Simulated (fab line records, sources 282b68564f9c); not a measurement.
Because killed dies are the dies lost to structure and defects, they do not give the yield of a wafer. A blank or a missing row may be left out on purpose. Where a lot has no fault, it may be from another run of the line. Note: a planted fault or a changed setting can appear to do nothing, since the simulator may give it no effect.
Problem report in the 8D (eight disciplines) form, filled by code ; flow ritCmos ; the parts of the form that need people (team, actions taken, sign-off) are left out

== 1. WHAT IS WRONG ==
spinSpeedRpm at RIT_NWELL_COAT_01 reads a mean of 1888.3 rpm on 6 wafers of 2 lots; wafers without a fault read 1999.9 rpm with a standard deviation of 1.3. Measured from the usual mean, that is -86 standard deviations.
The step: resist thk 1300 nm.
First observed at day 4 15:16: wafer L148.2, on lithoTrack-01. Wafers with a number at this step in the record: 18, from 6 lots. By rule, "out" or "out of limits" means more than 4 standard deviations away from the usual mean. The other wafers with a number count as sound.

== 2. WHAT IT IS AND WHAT IT IS NOT ==
question;is;is not
which readings at this step;spinSpeedRpm;resistLineTempC
which lots;L148, L151;L138, L144, L155, L158
which wafers of those lots;all that have a number;-
read on which tools;lithoTrack-01;lithoTrack-04
when;from day 4 15:16;"up to then (6 sound wafers); but 6 sound wafers of L155, L158 came after"

== 3. THE SUSPECTS, EACH WITH WHAT RULES IT OUT ==
Counting: a tool stays on the suspect list if, at a process step up to the reading, it processed all lots that are out and no sound lot following the first of them.
- lithoTrack-01 at RIT_NWELL_COAT_01 (resist thk 1300 nm): kept. It ran every lot that is out, first L148 (day 4 15:16), and no sound lot after that; its last sound lot up to then is L138 (day 2 10:38). Out on those wafers are its own readings of spinSpeedRpm.
The count leaves lithoTrack-01 at RIT_NWELL_COAT_01.

== 4. THE CAUSE (what the simulator had put in) ==
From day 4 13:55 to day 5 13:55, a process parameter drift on lithoTrack-01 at RIT_NWELL_COAT_01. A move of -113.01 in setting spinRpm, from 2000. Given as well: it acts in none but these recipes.
After counting, this tool was the only one left.

== 5. THE CHAIN OF EFFECTS, in route order ==
One row per reading whose mean, taken over the struck wafers that have a number, lies over 3 standard deviations from the usual. Only readings for which the record gives a usual standard deviation are gone through. hours: the time from each lot's start at the first step in this table that gives one to its start at this step, as a median over the lots. sigmas: the change in usual standard deviations.
hours;step;reading;usual;on struck wafers;change;sigmas
0;RIT_NWELL_COAT_01;spinSpeedRpm;1999.9 rpm;1888.3;-111.6;-86
The process steps in it:
- RIT_NWELL_COAT_01: resist thk 1300 nm.
At these later measuring or inspecting steps, every struck wafer for which the step has a row has a number for every such reading, and none has moved that far: RIT_NWELL_OVL_MEAS_06.

== 6. HOW IT WOULD HAVE BEEN CAUGHT EARLIER ==
In this record the first reading out of limits was taken at day 4 15:16, 1 hour after the fault began at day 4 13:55.
